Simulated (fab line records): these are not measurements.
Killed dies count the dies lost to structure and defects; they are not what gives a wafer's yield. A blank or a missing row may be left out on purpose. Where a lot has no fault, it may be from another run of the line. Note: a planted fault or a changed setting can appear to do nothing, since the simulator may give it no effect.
Check for tools in common :: flow ritCmos :: 14 lots, 42 wafers sampled

== REASON FOR OPENING ==
RIT_ACTIVE_THK_MEAS_04, reading ACTIVE_NITRIDE_THK: flagged on 2 of 14 lots. Fault-free wafers read 149.9 nm, with a standard deviation of 1.5.
Rule: a lot is flagged in two cases, either no wafer of it has a number, or all its wafers with numbers fall more than 4 standard deviations from that mean. All remaining lots are regarded as sound.

lot: L191
measured: day 1 23:38
on: filmMetro-01
ACTIVE_NITRIDE_THK (nm), wafer by wafer: 152.5 152.7 151.9
flag: 

lot: L193
measured: day 2 10:16
on: filmMetro-01
ACTIVE_NITRIDE_THK (nm), wafer by wafer: 150.1 152.0 150.7
flag: 

lot: L195
measured: day 2 20:55
on: filmMetro-03
ACTIVE_NITRIDE_THK (nm), wafer by wafer: 149.2 149.6 148.2
flag: 

lot: L196
measured: day 3 02:23
on: filmMetro-01
ACTIVE_NITRIDE_THK (nm), wafer by wafer: 147.9 147.8 149.0
flag: 

lot: L197
measured: day 3 05:56
on: filmMetro-03
ACTIVE_NITRIDE_THK (nm), wafer by wafer: 148.7 149.9 149.1
flag: 

lot: L198
measured: day 3 12:25
on: filmMetro-03
ACTIVE_NITRIDE_THK (nm), wafer by wafer: 148.5 149.1 147.4
flag: 

lot: L199
measured: day 3 15:56
on: filmMetro-03
ACTIVE_NITRIDE_THK (nm), wafer by wafer: 149.6 150.6 150.0
flag: 

lot: L201
measured: day 4 02:36
on: filmMetro-04
ACTIVE_NITRIDE_THK (nm), wafer by wafer: 253.4 254.3 253.4
flag: FLAGGED

lot: L202
measured: day 4 08:18
on: filmMetro-04
ACTIVE_NITRIDE_THK (nm), wafer by wafer: 251.6 252.2 252.1
flag: FLAGGED

lot: L203
measured: day 4 12:14
on: filmMetro-03
ACTIVE_NITRIDE_THK (nm), wafer by wafer: 147.9 147.9 146.9
flag: 

lot: L206
measured: day 5 03:27
on: filmMetro-04
ACTIVE_NITRIDE_THK (nm), wafer by wafer: 147.7 148.8 147.8
flag: 

lot: L208
measured: day 5 13:22
on: filmMetro-03
ACTIVE_NITRIDE_THK (nm), wafer by wafer: 149.7 150.9 148.5
flag: 

lot: L209
measured: day 5 18:14
on: filmMetro-03
ACTIVE_NITRIDE_THK (nm), wafer by wafer: 148.6 148.3 149.4
flag: 

lot: L212
measured: day 6 09:16
on: filmMetro-03
ACTIVE_NITRIDE_THK (nm), wafer by wafer: 150.1 150.6 151.7
flag: 
The numbers of the flagged lots are 252.8 nm on average: +102.9 nm against the usual, or +69 standard deviations.

== TOOL THAT RAN EACH LOT ==
The record holds 1 process step before the reading, out of a route of 202 steps. Every cell lists first the tool, next ch and the chambers used by the sampled wafers, and last the start.
lot: L191
flag: 
RIT_ACTIVE_CVD_03: lpcvd-01 ch 0, day 1 22:13

lot: L193
flag: 
RIT_ACTIVE_CVD_03: lpcvd-01 ch 1, day 2 08:51

lot: L195
flag: 
RIT_ACTIVE_CVD_03: lpcvd-01 ch 0, day 2 19:29

lot: L196
flag: 
RIT_ACTIVE_CVD_03: lpcvd-02 ch 1, day 3 00:16

lot: L197
flag: 
RIT_ACTIVE_CVD_03: lpcvd-01 ch 1, day 3 04:30

lot: L198
flag: 
RIT_ACTIVE_CVD_03: lpcvd-01 ch 1, day 3 11:00

lot: L199
flag: 
RIT_ACTIVE_CVD_03: lpcvd-01 ch 1, day 3 14:31

lot: L201
flag: FLAGGED
RIT_ACTIVE_CVD_03: lpcvd-01 ch 1, day 4 01:10

lot: L202
flag: FLAGGED
RIT_ACTIVE_CVD_03: lpcvd-01 ch 1, day 4 06:53

lot: L203
flag: 
RIT_ACTIVE_CVD_03: lpcvd-02 ch 1, day 4 10:07

lot: L206
flag: 
RIT_ACTIVE_CVD_03: lpcvd-02 ch 1, day 5 01:19

lot: L208
flag: 
RIT_ACTIVE_CVD_03: lpcvd-02 ch 1, day 5 11:13

lot: L209
flag: 
RIT_ACTIVE_CVD_03: lpcvd-02 ch 1, day 5 16:07

lot: L212
flag: 
RIT_ACTIVE_CVD_03: lpcvd-02 ch 1, day 6 07:07
These steps, and what they do:
- RIT_ACTIVE_CVD_03: deposits Si3N4 from SiH2Cl2/NH3, target thk 150 nm, time 1500 s.
- RIT_ACTIVE_THK_MEAS_04

== FLAGGED AGAINST TOTAL, ONE TOOL AT A TIME (gauges that did the reading follow at the end) ==
step: RIT_ACTIVE_CVD_03
tool: lpcvd-01
lots run: 8
flagged: 2
share of the flagged lots: all
sound lots run after its first flagged lot: 0

step: RIT_ACTIVE_CVD_03
tool: lpcvd-02
lots run: 6
flagged: 0
share of the flagged lots: none
sound lots run after its first flagged lot: -

step: RIT_ACTIVE_THK_MEAS_04
tool: filmMetro-01
lots run: 3
flagged: 0
share of the flagged lots: none
sound lots run after its first flagged lot: -

step: RIT_ACTIVE_THK_MEAS_04
tool: filmMetro-03
lots run: 8
flagged: 0
share of the flagged lots: none
sound lots run after its first flagged lot: -

step: RIT_ACTIVE_THK_MEAS_04
tool: filmMetro-04
lots run: 3
flagged: 2
share of the flagged lots: all
sound lots run after its first flagged lot: 1 (L206)

== THE TABLE: WHAT IT ALLOWS ==
lpcvd-01 at RIT_ACTIVE_CVD_03 and filmMetro-04 at RIT_ACTIVE_THK_MEAS_04 are the 2 rows of the table that ran each flagged lot.
- lpcvd-01 at RIT_ACTIVE_CVD_03: 2 of its 8 lots flagged. Its last sound lot is L199 (day 3 14:31), its first flagged lot L201 (day 4 01:10): a fault that began between those two fits. Its own readings lie more than 4 standard deviations out on every wafer of the flagged lots: spikeTcCentreC, spikeTcLoadC, spikeTcSourceC, susceptorTempC.
- filmMetro-04 at RIT_ACTIVE_THK_MEAS_04: 2 of its 3 lots flagged. Lots that were sound ran on it after the first flagged one (L206); a persistent fault on the entire tool would not allow that.
Just one tool remains: lpcvd-01 at RIT_ACTIVE_CVD_03.

== WHAT THE SIMULATOR HAD PUT IN ==
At RIT_ACTIVE_CVD_03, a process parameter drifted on lpcvd-01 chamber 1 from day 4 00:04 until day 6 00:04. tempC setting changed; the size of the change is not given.
Shown lots that were struck: L201, L202. This agrees with what the rule above found.
